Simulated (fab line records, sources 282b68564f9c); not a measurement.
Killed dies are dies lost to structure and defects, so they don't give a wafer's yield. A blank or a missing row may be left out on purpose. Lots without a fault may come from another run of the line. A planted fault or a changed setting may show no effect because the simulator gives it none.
fab line records | flow rit_cmos
record lots=14 wafers=42 last_day=7
route steps=202 shown NWELL@36
lots that met no fault: from a run of the same line without faults
start_h: hours from the record's first day to the start of the lot's first wafer shown | wait_h: hours since the lot's step before | " the same as in the row above | L1.1+2: a row that stands for several wafers | - no value, or no start given | * or withheld: withheld | < > ~ a bound
route shown NAME@n: a module of which the file shows steps, and the number in the route of the first | usual: mean/standard deviation of fault-free wafers | same: alike in all rows | chamber/n: place in a boat | sites: the reading at each site | _std_site: their standard deviation | _edge_site: outer sites' mean less inner sites' | radius_mm: how far each site lies from the wafer's centre | mask NAME#n: copy n | behind: the tool/chamber that last shaped the wafer | hold: why the lot was held/for how many hours/how that ended | device: the transistor (n, p or np) that didn't switch | end of line: the same wafers' tests at the end of the route | a step without rows: its recipe alone | killed: dies lost to structure and defects at the first sort, not the wafer's yield | map: a wafer's dies, x killed, . not, _ none there
set.NAME: the setting as run; set.NAME@STEP: as run at that earlier step | model.NAME: the simulator's own value behind a step, which no gauge read
steps of the route over a sample of lots; a table a step, a row a wafer
services: from which hour (start_h, from the record's first day; less than 0 if before it) a tool's chamber was out of use, for how many hours, and why
## steps
# step RIT_NWELL_IMPLANT_08
# recipe species=P energy_kev=170 dose_cm2=5e+13 tilt_deg=7
# usual dose_ions_cm2=4.999e+13/5.8e+10 faraday_current_uA=159/3.2
# same implant_ion_amu=31
# columns lot.wafer tool chamber start_h wait_h dose_ions_cm2 faraday_current_uA
L761.1 implanter-04 0 24.87 0.2 5.007e+13 161
L761.4 " 0 " " 5.005e+13 155
L761.6 " 0 " " 4.996e+13 157
L762.2 implanter-01 0 28.46 0.2 5.004e+13 162
L762.3 " 0 " " 5.002e+13 162
L762.4 " 0 " " 5.004e+13 156
L763.1 implanter-04 0 32.09 0.2 5.005e+13 154
L763.2 " 0 " " 4.991e+13 159
L763.5 " 0 " " 4.991e+13 158
L764.2 implanter-04 0 35.94 0.2 5.007e+13 159
L764.5 " 0 " " 5.006e+13 157
L764.6 " 0 " " 5.006e+13 155
L765.2 implanter-04 0 42.05 0.2 5.001e+13 162
L765.3 " 0 " " 4.993e+13 162
L765.4 " 0 " " 4.997e+13 167
L766.3 implanter-03 0 45.74 0.2 4.996e+13 157
L766.4 " 0 " " 4.992e+13 160
L766.6 " 0 " " 5.001e+13 160
L767.2 implanter-01 0 51.98 0.2 4.995e+13 163
L767.4 " 0 " " 5.003e+13 156
L767.6 " 0 " " 5.003e+13 158
L768.1 implanter-03 0 55.41 0.2 5.003e+13 156
L768.2 " 0 " " 5.013e+13 161
L768.4 " 0 " " 5.009e+13 158
L769.1 implanter-01 0 61.43 0.2 5.001e+13 157
L769.5 " 0 " " 4.996e+13 155
L769.6 " 0 " " 5e+13 161
L770.1 implanter-03 0 66.56 0.2 4.996e+13 157
L770.2 " 0 " " 4.992e+13 159
L770.5 " 0 " " 4.987e+13 163
L776.1 implanter-04 0 96.15 0.2 5.001e+13 159
L776.2 " 0 " " 4.997e+13 155
L776.5 " 0 " " 5.011e+13 152
L777.1 implanter-04 0 101.48 0.2 3.397e+13 108
L777.3 " 0 " " 3.398e+13 111
L777.6 " 0 " " 3.393e+13 108
L778.3 implanter-04 0 105.47 0.2 3.386e+13 109
L778.4 " 0 " " 3.387e+13 104
L778.6 " 0 " " 3.387e+13 108
L783.3 implanter-01 0 131.52 0.2 4.996e+13 165
L783.4 " 0 " " 5e+13 158
L783.5 " 0 " " 4.995e+13 155
# step RIT_NWELL_TW_MEAS_10
# usual NWELL_TW=2119/16
# columns lot.wafer tool chamber start_h wait_h NWELL_TW
L761.1 film_metro-03 - 25.19 0.1 2091
L761.4 " - " " 2100
L761.6 " - " " 2097
L762.2 film_metro-04 - 28.77 0.1 2127
L762.3 " - " " 2141
L762.4 " - " " 2141
L763.1 film_metro-03 - 32.41 0.1 2100
L763.2 " - " " 2107
L763.5 " - " " 2106
L764.2 film_metro-03 - 36.25 0.1 2100
L764.5 " - " " 2112
L764.6 " - " " 2106
L765.2 film_metro-03 - 42.36 0.1 2101
L765.3 " - " " 2099
L765.4 " - " " 2109
L766.3 film_metro-03 - 46.03 0.1 2108
L766.4 " - " " 2101
L766.6 " - " " 2097
L767.2 film_metro-04 - 52.29 0.1 2133
L767.4 " - " " 2117
L767.6 " - " " 2134
L768.1 film_metro-02 - 55.74 0.1 2112
L768.2 " - " " 2118
L768.4 " - " " 2114
L769.1 film_metro-02 - 61.75 0.1 2105
L769.5 " - " " 2116
L769.6 " - " " 2115
L770.1 film_metro-02 - 66.88 0.1 2123
L770.2 " - " " 2110
L770.5 " - " " 2113
L776.1 film_metro-03 - 96.48 0.1 2107
L776.2 " - " " 2114
L776.5 " - " " 2111
L777.1 film_metro-02 - 101.80 0.1 1869
L777.3 " - " " 1869
L777.6 " - " " 1867
L778.3 film_metro-04 - 105.76 0.1 1886
L778.4 " - " " 1892
L778.6 " - " " 1887
L783.3 film_metro-04 - 131.81 0.1 2144
L783.4 " - " " 2136
L783.5 " - " " 2140
# step RIT_WELLDRIVE_RS_MEAS_01
# recipe thk_meas_gauge=four-point-probe
# usual NWELL_RS=275.2/0.68
# columns lot.wafer tool chamber start_h wait_h NWELL_RS[ohm/sq]
L761.1 film_metro-02 - 32.59 0.0 276.9
L761.4 " - " " 276.4
L761.6 " - " " 276.1
L762.2 film_metro-03 - 37.22 0.0 274.8
L762.3 " - " " 275.0
L762.4 " - " " 274.8
L763.1 film_metro-02 - 39.28 0.0 276.2
L763.2 " - " " 275.1
L763.5 " - " " 275.6
L764.2 film_metro-03 - 43.38 0.0 275.0
L764.5 " - " " 275.2
L764.6 " - " " 275.0
L765.2 film_metro-02 - 49.06 0.0 274.9
L765.3 " - " " 275.5
L765.4 " - " " 274.4
L766.3 film_metro-04 - 54.17 0.0 274.4
L766.4 " - " " 275.3
L766.6 " - " " 275.4
L767.2 film_metro-02 - 59.14 0.0 275.4
L767.4 " - " " 275.5
L767.6 " - " " 276.2
L768.1 film_metro-04 - 62.43 0.0 274.4
L768.2 " - " " 273.7
L768.4 " - " " 274.1
L769.1 film_metro-02 - 68.57 0.0 274.8
L769.5 " - " " 274.6
L769.6 " - " " 274.2
L770.1 film_metro-04 - 73.70 0.0 275.2
L770.2 " - " " 275.7
L770.5 " - " " 275.9
L776.1 film_metro-04 - 104.25 0.0 273.7
L776.2 " - " " 273.6
L776.5 " - " " 274.7
L777.1 film_metro-02 - 108.62 0.0 349.9
L777.3 " - " " 350.6
L777.6 " - " " 349.5
L778.3 film_metro-03 - 112.60 0.0 348.8
L778.4 " - " " 350.3
L778.6 " - " " 350.0
L783.3 film_metro-02 - 138.53 0.0 275.3
L783.4 " - " " 275.3
L783.5 " - " " 274.9
## services
# columns tool chamber start_h hours kind
implanter-04 - 26.86 0.5 repair
## key
first_sign step=RIT_NWELL_IMPLANT_08 reading=dose_ions_cm2 direction=down sigmas=99+ usual=4.999e+13 struck=3.391e+13
effect step=RIT_NWELL_IMPLANT_08 reading=faraday_current_uA direction=down sigmas=16 usual=159 struck=108
effect step=RIT_NWELL_TW_MEAS_10 reading=NWELL_TW direction=down sigmas=15 usual=2119 struck=1878
effect step=RIT_WELLDRIVE_RS_MEAS_01 reading=NWELL_RS direction=up sigmas=99+ usual=275.2 struck=349.9
met_at RIT_NWELL_IMPLANT_08
struck_lots L777,L778
tester_left_out L777,L778
onset_between 96.15 101.48
fault kind=process_parameter_drift tool=implanter-04 chamber=- onset_h=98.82 steps=RIT_NWELL_IMPLANT_08 channel=dose_cm2 offset=-1.6019e+13 shape=step end_h=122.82 acts_in=these_recipes_only stated=5e+13
# tester_left_out: of these lots the tester's yield and bins aren't shown, on N5 and GAA mostly nor the transistor test; their killed dies are dies lost to structure and defects alone, not to doping, threshold or leakage, so they don't give the yield
